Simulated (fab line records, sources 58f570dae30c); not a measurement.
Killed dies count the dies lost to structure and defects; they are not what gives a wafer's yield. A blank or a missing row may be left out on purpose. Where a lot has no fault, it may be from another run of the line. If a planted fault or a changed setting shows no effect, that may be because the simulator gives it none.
Which tool did it? / flow berkeley cmos170 / Sampling: 24 lots, 72 wafers, 6 of 331 route steps

== WHAT THE GAUGES READ, wafer by wafer ==
UCB170_PSD_CD_MEAS_06: the cd target is 1200 nm.
lot=L074; measured=day 6 16:35; on=cd sem-01; cd nm (nm)=1198.7 1197.6 1198.2
lot=L076; measured=day 6 16:47; on=cd sem-01; cd nm (nm)=1200.7 1200.7 1201.1
lot=L075; measured=day 6 17:05; on=cd sem-02; cd nm (nm)=1203.6 1202.7 1202.6
lot=L077; measured=day 7 00:57; on=cd sem-02; cd nm (nm)=1202.1 1200.8 1200.6
lot=L079; measured=day 7 11:13; on=cd sem-02; cd nm (nm)=1200.3 1201.2 1201.2
lot=L078; measured=day 7 11:31; on=cd sem-02; cd nm (nm)=1196.8 1195.3 1196.6
lot=L081; measured=day 7 16:59; on=cd sem-02; cd nm (nm)=1200.7 1199.3 1199.3
lot=L080; measured=day 7 17:21; on=cd sem-02; cd nm (nm)=1198.8 1199.7 1199.2
lot=L082; measured=day 8 08:49; on=cd sem-01; cd nm (nm)=1198.3 1200.2 1198.5
lot=L086; measured=day 8 13:57; on=cd sem-01; cd nm (nm)=1201.2 1200.3 1201.2
lot=L084; measured=day 8 14:11; on=cd sem-02; cd nm (nm)=1197.0 1197.4 1197.4
lot=L083; measured=day 8 14:44; on=cd sem-01; cd nm (nm)=1199.2 1200.4 1198.5
lot=L085; measured=day 8 14:52; on=cd sem-01; cd nm (nm)=1197.5 1198.6 1198.2
lot=L087; measured=day 9 12:44; on=cd sem-02; cd nm (nm)=1199.5 1200.2 1199.4
lot=L089; measured=day 9 17:02; on=cd sem-01; cd nm (nm)=1200.0 1200.2 1199.0
lot=L088; measured=day 9 17:09; on=cd sem-02; cd nm (nm)=1201.6 1201.0 1200.2
lot=L090; measured=day 10 01:07; on=cd sem-01; cd nm (nm)=1199.0 1198.1 1198.5
lot=L091; measured=day 10 01:22; on=cd sem-01; cd nm (nm)=1197.5 1196.9 1198.5
lot=L093; measured=day 10 06:40; on=cd sem-02; cd nm (nm)=1198.4 1198.8 1197.3
lot=L092; measured=day 10 06:47; on=cd sem-01; cd nm (nm)=1197.8 1198.4 1199.5
lot=L096; measured=day 10 22:10; on=cd sem-02; cd nm (nm)=1198.4 1198.0 1197.7
lot=L094; measured=day 10 22:13; on=cd sem-01; cd nm (nm)=1201.3 1200.9 1200.8
lot=L095; measured=day 10 22:25; on=cd sem-02; cd nm (nm)=1201.1 1203.1 1201.7
lot=L097; measured=day 11 03:13; on=cd sem-02; cd nm (nm)=1200.2 1201.5 1199.8

UCB170_CONTACT_OVL_MEAS_16.
lot=L074; measured=day 7 01:56; on=overlay-01; CONTACT_OVL (nm)=-3 7 0
lot=L076; measured=day 7 02:10; on=overlay-02; CONTACT_OVL (nm)=2 5 0
lot=L075; measured=day 7 02:28; on=overlay-01; CONTACT_OVL (nm)=-5 -3 -10
lot=L077; measured=day 7 09:36; on=overlay-01; CONTACT_OVL (nm)=5 6 7
lot=L079; measured=day 7 20:10; on=overlay-02; CONTACT_OVL (nm)=1 1 -2
lot=L078; measured=day 7 20:44; on=overlay-02; CONTACT_OVL (nm)=-1 3 -7
lot=L081; measured=day 8 03:22; on=overlay-02; CONTACT_OVL (nm)=0 4 3
lot=L080; measured=day 8 03:05; on=overlay-01; CONTACT_OVL (nm)=-3 3 1
lot=L082; measured=day 8 18:42; on=overlay-02; CONTACT_OVL (nm)=3 -2 0
lot=L086; measured=day 8 23:30; on=overlay-01; CONTACT_OVL (nm)=4 -3 3
lot=L084; measured=day 9 00:38; on=overlay-02; CONTACT_OVL (nm)=-3 -4 -2
lot=L083; measured=day 9 00:52; on=overlay-01; CONTACT_OVL (nm)=-7 -5 0
lot=L085; measured=day 9 00:55; on=overlay-02; CONTACT_OVL (nm)=1 1 3
lot=L087; measured=day 9 22:05; on=overlay-01; CONTACT_OVL (nm)=6 1 14
lot=L089; measured=day 10 02:37; on=overlay-01; CONTACT_OVL (nm)=-11 -5 -2
lot=L088; measured=day 10 05:06; on=overlay-01; CONTACT_OVL (nm)=7 1 -1
lot=L090; measured=day 10 09:10; on=overlay-01; CONTACT_OVL (nm)=10 5 -2
lot=L091; measured=day 10 09:40; on=overlay-02; CONTACT_OVL (nm)=12 11 3
lot=L093; measured=day 10 14:40; on=overlay-01; CONTACT_OVL (nm)=5 -4 5
lot=L092; measured=day 10 15:17; on=overlay-02; CONTACT_OVL (nm)=-2 -9 -2
lot=L096; measured=day 11 08:10; on=overlay-01; CONTACT_OVL (nm)=5 1 -7
lot=L094; measured=day 11 07:39; on=overlay-02; CONTACT_OVL (nm)=-3 -2 -1
lot=L095; measured=day 11 07:55; on=overlay-02; CONTACT_OVL (nm)=-16 -5 1
lot=L097; measured=day 11 14:49; on=overlay-02; CONTACT_OVL (nm)=-3 -10 2

UCB170_V2_THK_MEAS_04.
lot=L074; measured=day 7 15:07; on=film metro-02; V2_POLISHED_THK (nm)=997.7 997.1 998.9
lot=L076; measured=day 7 15:45; on=film metro-02; V2_POLISHED_THK (nm)=1000.7 999.4 999.6
lot=L075; measured=day 7 16:02; on=film metro-01; V2_POLISHED_THK (nm)=998.3 999.6 1000.3
lot=L077; measured=day 8 00:11; on=film metro-02; V2_POLISHED_THK (nm)=1001.7 1001.2 1001.2
lot=L079; measured=day 8 10:11; on=film metro-04; V2_POLISHED_THK (nm)=1001.5 1000.0 1001.0
lot=L078; measured=day 8 09:50; on=film metro-01; V2_POLISHED_THK (nm)=999.8 1000.5 998.1
lot=L081; measured=day 8 19:13; on=film metro-02; V2_POLISHED_THK (nm)=998.1 1001.1 1000.6
lot=L080; measured=day 8 21:34; on=film metro-01; V2_POLISHED_THK (nm)=1000.7 1001.9 999.3
lot=L082; measured=day 9 07:23; on=film metro-04; V2_POLISHED_THK (nm)=999.5 1000.1 1000.0
lot=L086; measured=day 9 10:38; on=film metro-04; V2_POLISHED_THK (nm)=1001.6 999.9 1001.8
lot=L084; measured=day 9 13:01; on=film metro-04; V2_POLISHED_THK (nm)=998.6 998.8 1001.6
lot=L083; measured=day 9 13:50; on=film metro-02; V2_POLISHED_THK (nm)=1000.4 998.9 1000.6
lot=L085; measured=day 9 13:20; on=film metro-04; V2_POLISHED_THK (nm)=998.9 999.4 998.5
lot=L087; measured=day 10 12:19; on=film metro-04; V2_POLISHED_THK (nm)=997.4 999.6 999.7
lot=L089; measured=day 10 12:37; on=film metro-01; V2_POLISHED_THK (nm)=1000.7 1001.3 1001.5
lot=L088; measured=day 10 17:41; on=film metro-01; V2_POLISHED_THK (nm)=999.2 1000.6 999.9
lot=L090; measured=day 10 22:32; on=film metro-01; V2_POLISHED_THK (nm)=999.1 1000.6 1000.0
lot=L091; measured=day 10 23:13; on=film metro-04; V2_POLISHED_THK (nm)=1001.5 999.6 999.3
lot=L093; measured=day 11 04:23; on=film metro-01; V2_POLISHED_THK (nm)=1001.9 1000.1 999.8
lot=L092; measured=day 11 04:17; on=film metro-04; V2_POLISHED_THK (nm)=998.2 999.8 1000.3
lot=L096; measured=day 12 00:25; on=film metro-01; V2_POLISHED_THK (nm)=998.9 1000.1 998.3
lot=L094; measured=day 12 00:50; on=film metro-02; V2_POLISHED_THK (nm)=1000.3 1001.2 1000.1
lot=L095; measured=day 12 00:17; on=film metro-02; V2_POLISHED_THK (nm)=1001.1 999.9 1000.0
lot=L097; measured=day 12 06:54; on=film metro-04; V2_POLISHED_THK (nm)=1001.6 998.3 1000.8

UCB170_V2_OVL_MEAS_13.
lot=L074; measured=day 7 17:02; on=overlay-02; V2_OVL (nm)=-10 -14 -15
lot=L076; measured=day 7 17:19; on=overlay-01; V2_OVL (nm)=-10 -6 -5
lot=L075; measured=day 7 17:33; on=overlay-02; V2_OVL (nm)=-12 -14 -14
lot=L077; measured=day 8 01:25; on=overlay-01; V2_OVL (nm)=-6 -4 -4
lot=L079; measured=day 8 11:31; on=overlay-01; V2_OVL (nm)=12 7 6
lot=L078; measured=day 8 11:09; on=overlay-02; V2_OVL (nm)=-5 -5 -9
lot=L081; measured=day 8 20:27; on=overlay-02; V2_OVL (nm)=-2 -6 -9
lot=L080; measured=day 8 22:52; on=overlay-02; V2_OVL (nm)=3 2 6
lot=L082; measured=day 9 08:43; on=overlay-01; V2_OVL (nm)=-10 -10 -9
lot=L086; measured=day 9 11:57; on=overlay-01; V2_OVL (nm)=4 4 0
lot=L084; measured=day 9 14:17; on=overlay-01; V2_OVL (nm)=5 2 2
lot=L083; measured=day 9 15:14; on=overlay-01; V2_OVL (nm)=4 0 10
lot=L085; measured=day 9 14:50; on=overlay-01; V2_OVL (nm)=-2 -5 0
lot=L087; measured=day 10 13:50; on=overlay-02; V2_OVL (nm)=3 -3 -1
lot=L089; measured=day 10 14:07; on=overlay-02; V2_OVL (nm)=-7 -15 -5
lot=L088; measured=day 10 19:23; on=overlay-02; V2_OVL (nm)=-7 -7 1
lot=L090; measured=day 10 23:44; on=overlay-02; V2_OVL (nm)=-4 2 -1
lot=L091; measured=day 11 00:57; on=overlay-02; V2_OVL (nm)=-10 -7 -5
lot=L093; measured=day 11 06:28; on=overlay-01; V2_OVL (nm)=-9 -6 -10
lot=L092; measured=day 11 06:01; on=overlay-02; V2_OVL (nm)=-8 1 -6
lot=L096; measured=day 12 02:13; on=overlay-01; V2_OVL (nm)=5 0 4
lot=L094; measured=day 12 02:31; on=overlay-02; V2_OVL (nm)=-9 -17 -15
lot=L095; measured=day 12 01:58; on=overlay-02; V2_OVL (nm)=-4 4 -4
lot=L097; measured=day 12 08:38; on=overlay-01; V2_OVL (nm)=-6 -9 0

UCB170_M3_CD_MEAS_90: the cd target is 700 nm.
lot=L074; measured=day 7 21:21; on=cd sem-02; cd nm (nm)=702 695 704
lot=L076; measured=day 7 21:34; on=cd sem-02; cd nm (nm)=697 694 698
lot=L075; measured=day 7 22:02; on=cd sem-02; cd nm (nm)=707 706 703
lot=L077; measured=day 8 04:42; on=cd sem-01; cd nm (nm)=709 707 707
lot=L079; measured=day 8 16:32; on=cd sem-02; cd nm (nm)=695 695 695
lot=L078; measured=day 8 15:23; on=cd sem-02; cd nm (nm)=700 701 700
lot=L081; measured=day 8 23:55; on=cd sem-01; cd nm (nm)=704 705 699
lot=L080; measured=day 9 03:07; on=cd sem-01; cd nm (nm)=703 698 701
lot=L082; measured=day 9 11:55; on=cd sem-02; cd nm (nm)=700 702 701
lot=L086; measured=day 9 14:58; on=cd sem-02; cd nm (nm)=698 693 698
lot=L084; measured=day 9 19:32; on=cd sem-01; cd nm (nm)=697 699 702
lot=L083; measured=day 9 20:25; on=cd sem-02; cd nm (nm)=695 693 692
lot=L085; measured=day 9 20:16; on=cd sem-01; cd nm (nm)=697 701 694
lot=L087; measured=day 10 17:23; on=cd sem-01; cd nm (nm)=697 700 695
lot=L089; measured=day 10 18:04; on=cd sem-01; cd nm (nm)=705 700 698
lot=L088; measured=day 10 22:47; on=cd sem-02; cd nm (nm)=693 694 696
lot=L090; measured=day 11 02:56; on=cd sem-02; cd nm (nm)=704 699 705
lot=L091; measured=day 11 03:47; on=cd sem-01; cd nm (nm)=703 705 694
lot=L093; measured=day 11 09:53; on=cd sem-01; cd nm (nm)=700 699 692
lot=L092; measured=day 11 09:49; on=cd sem-02; cd nm (nm)=697 704 705
lot=L096; measured=day 12 06:31; on=cd sem-02; cd nm (nm)=698 694 699
lot=L094; measured=day 12 07:07; on=cd sem-02; cd nm (nm)=702 698 701
lot=L095; measured=day 12 06:23; on=cd sem-02; cd nm (nm)=703 704 696
lot=L097; measured=day 12 11:59; on=cd sem-01; cd nm (nm)=698 705 700

== EACH LOT AND THE TOOL THAT RAN IT (in order: tool; ch and the chambers of the sampled wafers; start) ==
lot=L074; UCB170_M3_METAL_ETCH_18=rie metal-01 ch 0,1, day 7 21:05
lot=L076; UCB170_M3_METAL_ETCH_18=rie metal-04 ch 0,1, day 7 21:16
lot=L075; UCB170_M3_METAL_ETCH_18=rie metal-02 ch 0, day 7 21:37
lot=L077; UCB170_M3_METAL_ETCH_18=rie metal-02 ch 0, day 8 04:06
lot=L079; UCB170_M3_METAL_ETCH_18=rie metal-04 ch 0, day 8 16:12
lot=L078; UCB170_M3_METAL_ETCH_18=rie metal-02 ch 0, day 8 14:55
lot=L081; UCB170_M3_METAL_ETCH_18=rie metal-04 ch 0,1, day 8 23:38
lot=L080; UCB170_M3_METAL_ETCH_18=rie metal-01 ch 0,1, day 9 02:52
lot=L082; UCB170_M3_METAL_ETCH_18=rie metal-02 ch 0,1, day 9 11:37
lot=L086; UCB170_M3_METAL_ETCH_18=rie metal-02 ch 0,1, day 9 14:41
lot=L084; UCB170_M3_METAL_ETCH_18=rie metal-01 ch 0,1, day 9 19:14
lot=L083; UCB170_M3_METAL_ETCH_18=rie metal-04 ch 0, day 9 19:59
lot=L085; UCB170_M3_METAL_ETCH_18=rie metal-02 ch 0,1, day 9 19:58
lot=L087; UCB170_M3_METAL_ETCH_18=rie metal-02 ch 0,1, day 10 17:05
lot=L089; UCB170_M3_METAL_ETCH_18=rie metal-01 ch 0,1, day 10 17:47
lot=L088; UCB170_M3_METAL_ETCH_18=rie metal-02 ch 0,1, day 10 22:30
lot=L090; UCB170_M3_METAL_ETCH_18=rie metal-01 ch 0,1, day 11 02:38
lot=L091; UCB170_M3_METAL_ETCH_18=rie metal-02 ch 0,1, day 11 03:30
lot=L093; UCB170_M3_METAL_ETCH_18=rie metal-04 ch 0,1, day 11 09:36
lot=L092; UCB170_M3_METAL_ETCH_18=rie metal-01 ch 0,1, day 11 09:32
lot=L096; UCB170_M3_METAL_ETCH_18=rie metal-01 ch 0,1, day 12 06:15
lot=L094; UCB170_M3_METAL_ETCH_18=rie metal-04 ch 0,1, day 12 06:52
lot=L095; UCB170_M3_METAL_ETCH_18=rie metal-02 ch 0,1, day 12 06:04
lot=L097; UCB170_M3_METAL_ETCH_18=rie metal-01 ch 0,1, day 12 11:43
- UCB170_M3_METAL_ETCH_18: etches Al in Cl2/BCl3, stops on SiO2, target depth 1170 nm, time 195 s.

== WHAT THE TOOLS THEMSELVES READ (means of the sampled wafers that have a number; where no wafer has one, the mark that the record gives instead) ==
UCB170_M3_METAL_ETCH_18.
lot=L074; tool=rie metal-01; drypump motor current A (A)=5.6; oes product au (a.u.)=0.861; throttle valve pct (%)=24.35
lot=L076; tool=rie metal-04; drypump motor current A (A)=5.2; oes product au (a.u.)=0.856; throttle valve pct (%)=24.54
lot=L075; tool=rie metal-02; drypump motor current A (A)=5.9; oes product au (a.u.)=0.876; throttle valve pct (%)=24.28
lot=L077; tool=rie metal-02; drypump motor current A (A)=5.9; oes product au (a.u.)=0.863; throttle valve pct (%)=24.28
lot=L079; tool=rie metal-04; drypump motor current A (A)=4.9; oes product au (a.u.)=0.852; throttle valve pct (%)=24.49
lot=L078; tool=rie metal-02; drypump motor current A (A)=5.9; oes product au (a.u.)=0.860; throttle valve pct (%)=24.28
lot=L081; tool=rie metal-04; drypump motor current A (A)=5.6; oes product au (a.u.)=0.844; throttle valve pct (%)=24.64
lot=L080; tool=rie metal-01; drypump motor current A (A)=5.6; oes product au (a.u.)=0.865; throttle valve pct (%)=24.34
lot=L082; tool=rie metal-02; drypump motor current A (A)=5.9; oes product au (a.u.)=0.856; throttle valve pct (%)=24.15
lot=L086; tool=rie metal-02; drypump motor current A (A)=5.9; oes product au (a.u.)=0.855; throttle valve pct (%)=24.15
lot=L084; tool=rie metal-01; drypump motor current A (A)=5.6; oes product au (a.u.)=0.844; throttle valve pct (%)=24.35
lot=L083; tool=rie metal-04; drypump motor current A (A)=4.9; oes product au (a.u.)=0.859; throttle valve pct (%)=24.47
lot=L085; tool=rie metal-02; drypump motor current A (A)=5.9; oes product au (a.u.)=0.847; throttle valve pct (%)=24.15
lot=L087; tool=rie metal-02; drypump motor current A (A)=5.8; oes product au (a.u.)=0.853; throttle valve pct (%)=24.02
lot=L089; tool=rie metal-01; drypump motor current A (A)=5.5; oes product au (a.u.)=0.857; throttle valve pct (%)=24.28
lot=L088; tool=rie metal-02; drypump motor current A (A)=5.8; oes product au (a.u.)=0.848; throttle valve pct (%)=24.02
lot=L090; tool=rie metal-01; drypump motor current A (A)=5.6; oes product au (a.u.)=0.853; throttle valve pct (%)=24.35
lot=L091; tool=rie metal-02; drypump motor current A (A)=5.9; oes product au (a.u.)=0.866; throttle valve pct (%)=24.15
lot=L093; tool=rie metal-04; drypump motor current A (A)=5.6; oes product au (a.u.)=0.841; throttle valve pct (%)=24.63
lot=L092; tool=rie metal-01; drypump motor current A (A)=5.7; oes product au (a.u.)=0.857; throttle valve pct (%)=24.35
lot=L096; tool=rie metal-01; drypump motor current A (A)=5.5; oes product au (a.u.)=0.852; throttle valve pct (%)=24.30
lot=L094; tool=rie metal-04; drypump motor current A (A)=5.6; oes product au (a.u.)=0.852; throttle valve pct (%)=24.63
lot=L095; tool=rie metal-02; drypump motor current A (A)=5.9; oes product au (a.u.)=0.849; throttle valve pct (%)=24.16
lot=L097; tool=rie metal-01; drypump motor current A (A)=5.5; oes product au (a.u.)=0.859; throttle valve pct (%)=24.29

== THE ANSWER, worked out from the rows above alone ==
Rule: the usual values come from the lots themselves. Put in order of their means at a reading, lots are off if they are a third of the lots or fewer, leave a main group of 4 or more, and stand apart from it by a gap of 3 or more times the standard deviation of the main group's means; of several such gaps the widest counts. Not used: any main group whose means are identical at the precision the tables above print for the reading. Also off: a lot with no number at a reading for which 4 or more lots have one. Any other lot the step has rows for is counted as sound. After the gauges, taken in route order, come the tools' own readings; for these a lot's mean is taken, as printed above. The first step at which some lot is off is used, and at that step the reading that is off furthest; a lot without a number counts as furthest.
Nothing can be told from this: no lot is off at any reading shown.

== WHAT HAD BEEN PUT IN BY THE SIMULATOR ==
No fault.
